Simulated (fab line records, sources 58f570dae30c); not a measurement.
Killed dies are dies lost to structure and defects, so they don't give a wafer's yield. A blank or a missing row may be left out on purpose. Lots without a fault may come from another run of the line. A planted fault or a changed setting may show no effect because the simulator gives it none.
One fault seen from 2 desks | flow berkeley_cmos170 | each desk has only its own numbers; what lay behind them comes last

THE METROLOGY DESK
What the gauges read, lot by lot, whatever tool the lot ran on: means of the sampled wafers that have a number. A lot is out of limits, marked OUT, if its mean lies more than 4 standard deviations from the usual mean; the brackets give that distance.
Columns: A = GATE_POLY_THK at UCB170_GATE_THK_MEAS_05, usual 213.9 nm; B = cd_nm at UCB170_GATE_CD_MEAS_12, usual 350.5 nm; C = GATE_OVL at UCB170_GATE_OVL_MEAS_13, usual 0 nm
lot  | first seen here | A     | B     | C
L713 | day 9 15:07     | 212.7 | 348.1 | -6
L716 | day 9 15:10     | 216.0 | 351.4 | -6
L721 | day 10 17:27    | 213.8 | 351.0 | -2
L722 | day 10 17:27    | 216.8 | 348.8 | 0
L727 | day 11 18:20    | 215.7 | 352.5 | 6
L729 | day 12 05:26    | 214.9 | 347.3 | 1
This desk's finding: nothing out of limits on any of the 6 lots.

THE TOOL OWNER'S DESK: rie_si-01
The tool's own readings at UCB170_GATE_ETCH_15 (etches poly-Si in HBr/Cl2, stops on SiO2, time 56.3 s, target depth 278.2 nm): means of the sampled wafers that have a number, for each lot that ran on this tool. A lot is out of limits, marked OUT, if its mean lies more than 4 standard deviations from the usual mean; the brackets give that distance.
Columns: A = drypump_motor_current_A at UCB170_GATE_ETCH_15, usual 5.6 A; B = oes_product_au at UCB170_GATE_ETCH_15, usual 0.835 a.u.; C = throttle_valve_pct at UCB170_GATE_ETCH_15, usual 26.48 %
lot  | first seen here | A   | B     | C
L716 | day 9 17:30     | 5.8 | 0.838 | 26.38
L721 | day 10 19:56    | 5.2 | 0.843 | 26.45
L722 | day 10 20:05    | 6.2 | 0.861 | 26.13
This desk's finding: nothing out of limits on any of the 3 lots.

PUT TOGETHER
The metrology desk saw nothing out of limits.
The tool owner's desk saw nothing out of limits.

WHAT THE SIMULATOR HAD PUT IN
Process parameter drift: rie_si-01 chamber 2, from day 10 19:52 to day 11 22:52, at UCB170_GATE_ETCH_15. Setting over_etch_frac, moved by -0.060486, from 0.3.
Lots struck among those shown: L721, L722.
